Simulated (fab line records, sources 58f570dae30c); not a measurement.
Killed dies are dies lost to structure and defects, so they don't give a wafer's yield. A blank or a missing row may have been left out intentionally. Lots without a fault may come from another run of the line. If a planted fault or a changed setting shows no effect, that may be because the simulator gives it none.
The tool behind it: which one? || flow berkeley_cmos170 || 14 lots, 42 wafers sampled, at 3 steps of a route of 331

== WHAT THE GAUGES SHOWED, per wafer ==
UCB170_ACTIVE_CD_MEAS_90 targets a cd of 1200 nm.
{"lot": "L812", "measured": "day 5 10:43", "on": "cd_sem-01", "cd_nm (nm)": "1201.6 1201.5 1201.8"}
{"lot": "L813", "measured": "day 5 10:56", "on": "cd_sem-01", "cd_nm (nm)": "1200.3 1200.2 1198.8"}
{"lot": "L815", "measured": "day 5 23:34", "on": "cd_sem-01", "cd_nm (nm)": "1199.8 1201.0 1199.6"}
{"lot": "L818", "measured": "day 6 09:54", "on": "cd_sem-01", "cd_nm (nm)": "1198.1 1196.7 1198.4"}
{"lot": "L817", "measured": "day 6 10:36", "on": "cd_sem-01", "cd_nm (nm)": "1200.0 1200.5 1200.7"}
{"lot": "L820", "measured": "day 6 19:20", "on": "cd_sem-01", "cd_nm (nm)": "1199.4 1199.2 1198.0"}
{"lot": "L821", "measured": "day 7 08:16", "on": "cd_sem-01", "cd_nm (nm)": "1198.3 1198.4 1199.2"}
{"lot": "L823", "measured": "day 7 09:08", "on": "cd_sem-01", "cd_nm (nm)": "1199.8 1201.0 1201.2"}
{"lot": "L824", "measured": "day 7 16:56", "on": "cd_sem-02", "cd_nm (nm)": "1197.9 1199.1 1198.9"}
{"lot": "L825", "measured": "day 7 17:10", "on": "cd_sem-02", "cd_nm (nm)": "1200.2 1199.7 1200.5"}
{"lot": "L829", "measured": "day 8 23:55", "on": "cd_sem-02", "cd_nm (nm)": "1199.4 1197.3 1198.6"}
{"lot": "L832", "measured": "day 9 10:26", "on": "cd_sem-02", "cd_nm (nm)": "1199.8 1201.2 1200.4"}
{"lot": "L833", "measured": "day 9 10:43", "on": "cd_sem-01", "cd_nm (nm)": "1198.6 1200.8 1199.2"}
{"lot": "L834", "measured": "day 9 17:52", "on": "cd_sem-01", "cd_nm (nm)": "1197.8 1198.0 1198.3"}

UCB170_M1_RS_MEAS_01: a four-point-probe measurement.
{"lot": "L812", "measured": "day 8 20:59", "on": "film_metro-02", "M1_AL_RS (ohm/sq)": "0.0492 0.0489 0.0484"}
{"lot": "L813", "measured": "day 8 20:37", "on": "film_metro-01", "M1_AL_RS (ohm/sq)": "0.0486 0.0488 0.0492"}
{"lot": "L815", "measured": "day 9 13:49", "on": "film_metro-03", "M1_AL_RS (ohm/sq)": "0.0485 0.0476 0.0481"}
{"lot": "L818", "measured": "day 9 13:59", "on": "film_metro-01", "M1_AL_RS (ohm/sq)": "0.0474 0.0485 0.0475"}
{"lot": "L817", "measured": "day 9 15:11", "on": "film_metro-03", "M1_AL_RS (ohm/sq)": "0.0478 0.0486 0.0491"}
{"lot": "L820", "measured": "day 10 07:21", "on": "film_metro-01", "M1_AL_RS (ohm/sq)": "0.0481 0.0486 0.0478"}
{"lot": "L821", "measured": "day 10 16:29", "on": "film_metro-02", "M1_AL_RS (ohm/sq)": "0.0479 0.0480 0.0487"}
{"lot": "L823", "measured": "day 10 14:28", "on": "film_metro-02", "M1_AL_RS (ohm/sq)": "0.0482 0.0489 0.0482"}
{"lot": "L824", "measured": "day 11 06:24", "on": "film_metro-02", "M1_AL_RS (ohm/sq)": "0.0485 0.0488 0.0490"}
{"lot": "L825", "measured": "day 11 05:43", "on": "film_metro-03", "M1_AL_RS (ohm/sq)": "0.0481 0.0487 0.0488"}
{"lot": "L829", "measured": "day 12 03:08", "on": "film_metro-03", "M1_AL_RS (ohm/sq)": "0.0481 0.0485 0.0482"}
{"lot": "L832", "measured": "day 12 19:13", "on": "film_metro-01", "M1_AL_RS (ohm/sq)": "0.0487 0.0481 0.0488"}
{"lot": "L833", "measured": "day 12 19:14", "on": "film_metro-02", "M1_AL_RS (ohm/sq)": "0.0485 0.0484 0.0483"}
{"lot": "L834", "measured": "day 12 23:07", "on": "film_metro-01", "M1_AL_RS (ohm/sq)": "0.0475 0.0489 0.0482"}

== WHAT TOOL EACH LOT RAN ON (gives the tool, then ch and the chambers of the sampled wafers, and finally the start) ==
{"lot": "L812", "UCB170_NVT_STRIP_08": "plasma_asher-03 ch 0,1, day 7 03:13"}
{"lot": "L813", "UCB170_NVT_STRIP_08": "plasma_asher-02 ch 0,1, day 7 03:27"}
{"lot": "L815", "UCB170_NVT_STRIP_08": "plasma_asher-01 ch 0,1, day 7 12:37"}
{"lot": "L818", "UCB170_NVT_STRIP_08": "plasma_asher-02 ch 0, day 7 21:16"}
{"lot": "L817", "UCB170_NVT_STRIP_08": "plasma_asher-03 ch 0,1, day 7 21:49"}
{"lot": "L820", "UCB170_NVT_STRIP_08": "plasma_asher-01 ch 0,1, day 8 08:16"}
{"lot": "L821", "UCB170_NVT_STRIP_08": "plasma_asher-03 ch 0,1, day 8 23:13"}
{"lot": "L823", "UCB170_NVT_STRIP_08": "plasma_asher-01 ch 0,1, day 8 23:43"}
{"lot": "L824", "UCB170_NVT_STRIP_08": "plasma_asher-03 ch 0,1, day 9 09:57"}
{"lot": "L825", "UCB170_NVT_STRIP_08": "plasma_asher-01 ch 0,1, day 9 09:49"}
{"lot": "L829", "UCB170_NVT_STRIP_08": "plasma_asher-03 ch 0,1, day 10 13:25"}
{"lot": "L832", "UCB170_NVT_STRIP_08": "plasma_asher-03 ch 0,1, day 10 23:31"}
{"lot": "L833", "UCB170_NVT_STRIP_08": "plasma_asher-01 ch 0,1, day 10 23:15"}
{"lot": "L834", "UCB170_NVT_STRIP_08": "plasma_asher-01 ch 0,1, day 11 06:42"}
- UCB170_NVT_STRIP_08: strips in O2.

== AS READ BY THE TOOLS THEMSELVES (means over the sampled wafers that have a number; for cases with no such wafer, the mark the record gives instead) ==
UCB170_NVT_STRIP_08.
{"lot": "L812", "tool": "plasma_asher-03", "drypump_motor_current_A (A)": 5.3, "oes_product_au (a.u.)": 0.739, "strip_time_to_endpoint_s (s)": 21.61}
{"lot": "L813", "tool": "plasma_asher-02", "drypump_motor_current_A (A)": 5.3, "oes_product_au (a.u.)": 0.729, "strip_time_to_endpoint_s (s)": 21.61}
{"lot": "L815", "tool": "plasma_asher-01", "drypump_motor_current_A (A)": 6.0, "oes_product_au (a.u.)": 0.733, "strip_time_to_endpoint_s (s)": 21.67}
{"lot": "L818", "tool": "plasma_asher-02", "drypump_motor_current_A (A)": 5.6, "oes_product_au (a.u.)": 0.742, "strip_time_to_endpoint_s (s)": 21.61}
{"lot": "L817", "tool": "plasma_asher-03", "drypump_motor_current_A (A)": 5.3, "oes_product_au (a.u.)": 0.733, "strip_time_to_endpoint_s (s)": 21.69}
{"lot": "L820", "tool": "plasma_asher-01", "drypump_motor_current_A (A)": 6.0, "oes_product_au (a.u.)": 0.734, "strip_time_to_endpoint_s (s)": 21.73}
{"lot": "L821", "tool": "plasma_asher-03", "drypump_motor_current_A (A)": 5.3, "oes_product_au (a.u.)": 0.736, "strip_time_to_endpoint_s (s)": 21.65}
{"lot": "L823", "tool": "plasma_asher-01", "drypump_motor_current_A (A)": 6.0, "oes_product_au (a.u.)": 0.734, "strip_time_to_endpoint_s (s)": 21.64}
{"lot": "L824", "tool": "plasma_asher-03", "drypump_motor_current_A (A)": 5.1, "oes_product_au (a.u.)": 0.733, "strip_time_to_endpoint_s (s)": 21.65}
{"lot": "L825", "tool": "plasma_asher-01", "drypump_motor_current_A (A)": 6.0, "oes_product_au (a.u.)": 0.729, "strip_time_to_endpoint_s (s)": 21.64}
{"lot": "L829", "tool": "plasma_asher-03", "drypump_motor_current_A (A)": 5.3, "oes_product_au (a.u.)": 0.859, "strip_time_to_endpoint_s (s)": 21.57}
{"lot": "L832", "tool": "plasma_asher-03", "drypump_motor_current_A (A)": 5.3, "oes_product_au (a.u.)": 0.861, "strip_time_to_endpoint_s (s)": 21.70}
{"lot": "L833", "tool": "plasma_asher-01", "drypump_motor_current_A (A)": 6.0, "oes_product_au (a.u.)": 0.732, "strip_time_to_endpoint_s (s)": 21.57}
{"lot": "L834", "tool": "plasma_asher-01", "drypump_motor_current_A (A)": 6.0, "oes_product_au (a.u.)": 0.738, "strip_time_to_endpoint_s (s)": 21.62}

== THE ANSWER, worked out from the rows above alone ==
Rule: the usual values come from the lots themselves. The widest of any qualifying gaps counts: lots, ordered by their means at a reading, are off when they make up no more than a third of the lots, leave a main group of 4 or more, and stand apart from it by 3 or more times the standard deviation of that group's means. Not used: any main group whose means are identical at the precision the tables above print for the reading. Also off: a lot with no number at a reading for which 4 or more lots have one. Any other lot the step has rows for is counted as sound. The gauges are gone through in route order, then the tools' own readings, and for those a lot's mean is taken as printed above. At the first step where some lot is off, the reading lying furthest off is the one used; lots without a number count as furthest.
Off at UCB170_NVT_STRIP_08 (oes_product_au): L829, L832. For the main group the mean is 0.734 a.u. and the standard deviation 0.0037.
If a tool, at that step or one of the process steps before it, ran each lot that is off and ran no sound lot following the first of them, it fits. One fits: UCB170_NVT_STRIP_08 on plasma_asher-03. Its last sound lot is L824 (day 9 09:57), its first lot that is off L829 (day 10 13:25): a fault that began between those two fits.
On the lots that are off, the tool's own readings at UCB170_NVT_STRIP_08 differ by more than 5 times the standard deviation of the sound lots' means, which bears it out; oes_product_au reads 0.860 a.u. there versus 0.734 a.u. on the sound lots.

== WHAT THE SIMULATOR HAD PUT IN ==
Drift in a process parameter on plasma_asher-03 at UCB170_NVT_STRIP_08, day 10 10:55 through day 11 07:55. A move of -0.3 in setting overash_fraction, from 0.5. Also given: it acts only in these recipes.
Shown lots that were struck: L829, L832. The same result came from the rule above.
